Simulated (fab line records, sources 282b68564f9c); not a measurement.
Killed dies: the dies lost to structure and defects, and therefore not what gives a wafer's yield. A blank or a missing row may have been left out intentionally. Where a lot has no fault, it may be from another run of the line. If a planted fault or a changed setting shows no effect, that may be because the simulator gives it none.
fab line records -- flow ritCmos
record lots=7, wafers=21, lastDay=8
route steps=202 shown NWELL@30 PWELL@39
lots that met no fault: taken from a fault-free run of the same line
startH: the number of hours between the record's first day and the start of the first shown wafer of the lot -- waitH: how many hours have passed since the lot's step before this one -- " as in the row above -- L1.1+2: a single row standing in for several wafers -- - no value, or no start given -- * or withheld: withheld -- < > ~ a bound
route shown NAME@n: NAME is a module with steps in the file, n the number in the route of the first one -- usual: mean and standard deviation over wafers with no fault -- same: alike in all rows -- chamber/n: place in a boat -- sites: readings site by site -- _std_site: standard deviation across them -- _edge_site: outer sites' mean less inner sites' -- radiusMm: how far each site lies from the wafer's centre -- mask NAME#n: copy n -- behind: tool/chamber where the wafer was last shaped -- hold: why the lot went on hold/how many hours it stayed there/how the hold came to an end -- device: whichever transistor did not switch (one of n, p or np) -- end of line: the route-end tests of the same wafers -- a step with no rows: only its recipe -- killed: not the wafer's yield, but the dies lost to structure and defects at the first sort -- map: shows each die of a wafer: x if killed, . if not, _ if none is there
set.NAME: the run value of the setting; set.NAME@STEP: its run value at that earlier step -- model.NAME: the simulator's own value behind a step, which no gauge read
certain route steps with their lots: each step a table, each wafer a row
services: the hour from which a tool's chamber was out of use, counted from the record's first day as startH (under 0 if before that day), plus the number of hours and why
## steps
# step RIT_NWELL_SOFTBAKE_02
# recipe resist=NOVOLAK, tempC=90, timeS=60
# step RIT_NWELL_EXPOSE_03
# recipe maskId=M2, na=0.57, targetCdNm=43900, doseMj=250
# step RIT_NWELL_PEB_04
# recipe resist=NOVOLAK, tempC=withheld, timeS=withheld
# step RIT_NWELL_DEVELOP_05
# recipe resist=NOVOLAK, developTimeS=68, devTempC=23
# step RIT_NWELL_OVL_MEAS_06
# usual NWELL_OVL=0.7/1.6
lot.wafer,tool,chamber,startH,waitH,NWELL_OVL[nm]
L226.2,overlay-01,-,26.04,-,1.0
L226.4,overlay-01,-,26.04,-,-0.3
L226.6,overlay-01,-,26.04,-,0.9
L241.1,overlay-01,-,103.76,-,0.2
L241.3,overlay-01,-,103.76,-,0.2
L241.4,overlay-01,-,103.76,-,0.9
L242.1,overlay-01,-,110.35,-,-1.6
L242.4,overlay-01,-,110.35,-,-1.8
L242.6,overlay-01,-,110.35,-,-1.8
L243.1,overlay-01,-,115.85,-,0.8
L243.3,overlay-01,-,115.85,-,0.6
L243.5,overlay-01,-,115.85,-,-1.2
L244.1,overlay-01,-,119.67,-,1.6
L244.3,overlay-01,-,119.67,-,0.7
L244.6,overlay-01,-,119.67,-,1.3
L245.2,overlay-02,-,133.82,-,0.7
L245.4,overlay-02,-,133.82,-,0.2
L245.6,overlay-02,-,133.82,-,0.1
L246.2,overlay-02,-,134.11,-,2.8
L246.5,overlay-02,-,134.11,-,0.8
L246.6,overlay-02,-,134.11,-,3.7
# step RIT_NWELL_HARDBAKE_07
# recipe resist=NOVOLAK, tempC=140, timeS=120
# step RIT_NWELL_IMPLANT_08
# recipe species=P, energyKev=170, doseCm2=5e+13, tiltDeg=7
# step RIT_NWELL_STRIP_09
# recipe chemistry=O2, timeS=180, resist=NOVOLAK, platenTempC=withheld, powerW=500, pressureMtorr=4000, o2FlowSccm=4000
# usual drypumpMotorCurrentA=5.7/0.46
lot.wafer,tool,chamber,startH,waitH,drypumpMotorCurrentA,rfHoursCounterH
L226.2,plasmaAsher-04,0,26.47,0.1,5.4,38
L226.4,plasmaAsher-04,0,26.47,0.1,5.4,-
L226.6,plasmaAsher-04,1,26.47,0.1,6.1,-
L241.1,plasmaAsher-04,1,104.20,0.1,6.1,45
L241.3,plasmaAsher-04,0,104.20,0.1,5.4,-
L241.4,plasmaAsher-04,1,104.20,0.1,6.1,-
L242.1,plasmaAsher-03,0,110.79,0.1,6.3,33
L242.4,plasmaAsher-03,1,110.79,0.1,5.0,-
L242.6,plasmaAsher-03,0,110.79,0.1,6.3,-
L243.1,plasmaAsher-03,0,116.28,0.1,6.3,33
L243.3,plasmaAsher-03,1,116.28,0.1,5.0,-
L243.5,plasmaAsher-03,1,116.28,0.1,5.0,-
L244.1,plasmaAsher-04,0,120.10,0.1,5.4,47
L244.3,plasmaAsher-04,0,120.10,0.1,5.4,-
L244.6,plasmaAsher-04,1,120.10,0.1,6.1,-
L245.2,plasmaAsher-03,1,134.25,0.1,5.0,34
L245.4,plasmaAsher-03,0,134.25,0.1,6.3,-
L245.6,plasmaAsher-03,1,134.25,0.1,5.0,-
L246.2,plasmaAsher-04,1,134.54,0.1,6.1,48
L246.5,plasmaAsher-04,0,134.54,0.1,5.4,-
L246.6,plasmaAsher-04,1,134.54,0.1,6.1,-
# step RIT_NWELL_TW_MEAS_10
# usual NWELL_TW=2136/34
lot.wafer,tool,chamber,startH,waitH,NWELL_TW
L226.2,filmMetro-03,-,26.66,0.1,2162
L226.4,filmMetro-03,-,26.66,0.1,2170
L226.6,filmMetro-03,-,26.66,0.1,2158
L241.1,filmMetro-02,-,104.37,0.1,2168
L241.3,filmMetro-02,-,104.37,0.1,2168
L241.4,filmMetro-02,-,104.37,0.1,2169
L242.1,filmMetro-04,-,110.96,0.1,2098
L242.4,filmMetro-04,-,110.96,0.1,2104
L242.6,filmMetro-04,-,110.96,0.1,2105
L243.1,filmMetro-04,-,116.46,0.1,2095
L243.3,filmMetro-04,-,116.46,0.1,2087
L243.5,filmMetro-04,-,116.46,0.1,2109
L244.1,filmMetro-02,-,120.28,0.1,2151
L244.3,filmMetro-02,-,120.28,0.1,2147
L244.6,filmMetro-02,-,120.28,0.1,2157
L245.2,filmMetro-04,-,134.44,0.1,2096
L245.4,filmMetro-04,-,134.44,0.1,2090
L245.6,filmMetro-04,-,134.44,0.1,2088
L246.2,filmMetro-04,-,134.73,0.1,2086
L246.5,filmMetro-04,-,134.73,0.1,2082
L246.6,filmMetro-04,-,134.73,0.1,2083
# step RIT_PWELL_HMDS_00
# recipe primeTimeS=60, primeTempC=140
# step RIT_PWELL_COAT_01
# recipe resist=NOVOLAK, spinRpm=2000, resistThkNm=1300
# step RIT_PWELL_SOFTBAKE_02
# recipe resist=NOVOLAK, tempC=90, timeS=60
# step RIT_PWELL_EXPOSE_03
# recipe maskId=M3, na=0.57, targetCdNm=43700, doseMj=250
# usual exposureDoseMJCm2=250.05/0.23, focusOffsetNm=0.1/0.48, reticleTempC=23.00/0.11
lot.wafer,tool,chamber,startH,waitH,mask,exposureDoseMJCm2,focusOffsetNm,reticleTempC
L226.2,ilineStepper-01,0,27.18,0.1,M3#0,249.90,0.6,22.99
L226.4,ilineStepper-01,0,27.18,0.1,M3#0,249.84,0.4,22.93
L226.6,ilineStepper-01,0,27.18,0.1,M3#0,249.93,-0.9,23.04
L241.1,ilineStepper-02,-,104.88,0.1,M3#0,-,-,-
L241.3,ilineStepper-02,-,104.88,0.1,M3#0,-,-,-
L241.4,ilineStepper-02,-,104.88,0.1,M3#0,-,-,-
L242.1,ilineStepper-01,-,115.88,4.5,M3#0,-,-,-
L242.4,ilineStepper-01,-,115.88,4.5,M3#0,-,-,-
L242.6,ilineStepper-01,-,115.88,4.5,M3#0,-,-,-
L243.1,ilineStepper-02,-,117.09,0.2,M3#0,-,-,-
L243.3,ilineStepper-02,-,117.09,0.2,M3#0,-,-,-
L243.5,ilineStepper-02,-,117.09,0.2,M3#0,-,-,-
L244.1,ilineStepper-01,0,120.91,0.2,M3#0,250.12,0.7,23.12
L244.3,ilineStepper-01,0,120.91,0.2,M3#0,249.88,0.2,23.17
L244.6,ilineStepper-01,0,120.91,0.2,M3#0,249.86,0.4,22.99
L245.2,ilineStepper-01,0,134.96,0.1,M3#0,249.87,-0.1,22.96
L245.4,ilineStepper-01,0,134.96,0.1,M3#0,249.82,1.4,23.06
L245.6,ilineStepper-01,0,134.96,0.1,M3#0,250.33,0.3,23.01
L246.2,ilineStepper-02,0,135.42,0.2,M3#0,249.90,-0.4,23.15
L246.5,ilineStepper-02,0,135.42,0.2,M3#0,249.83,-0.6,23.08
L246.6,ilineStepper-02,0,135.42,0.2,M3#0,249.70,-0.4,23.14
# step RIT_PWELL_PEB_04
# recipe resist=NOVOLAK, tempC=withheld, timeS=withheld
## services
tool,chamber,startH,hours,kind
ilineStepper-02,-,16.33,21.4,repair
plasmaAsher-03,-,27.16,14.6,pm
plasmaAsher-04,-,35.24,10.0,pm
plasmaAsher-04,-,47.58,3.2,repair
ilineStepper-02,0,59.27,-,calibration
ilineStepper-01,0,60.40,-,calibration
ilineStepper-01,-,111.55,2.7,repair
plasmaAsher-03,-,112.93,2.7,repair
plasmaAsher-04,-,116.94,2.9,repair
## key
firstSign step=RIT_PWELL_EXPOSE_03, reading=toolRecord, direction=missing
effect none on later readings
metAt RIT_PWELL_EXPOSE_03
struckWafers L241.1,L241.3,L241.4,L242.1,L242.4,L242.6,L243.1,L243.3,L243.5
sortLeftOut L241.1,L241.3,L241.4,L242.1,L242.4,L242.6,L243.1,L243.3,L243.5
testerLeftOut L241,L242,L243
onsetBetween 27.18 104.88
fault kind=skippedStepWhole, tool=ilineStepper-01,ilineStepper-02, chamber=-, onsetH=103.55, steps=RIT_PWELL_EXPOSE_03, scope=struckLotsOnly
# testerLeftOut: of these lots the tester's yield and bins aren't shown, on N5 and GAA mostly nor the transistor test; their killed dies are dies lost to structure and defects alone, not to doping, threshold or leakage, so they don't give the yield
# sortLeftOut: the simulated sort isn't trusted on such a fault, so these wafers' sort isn't shown, and their yield isn't known
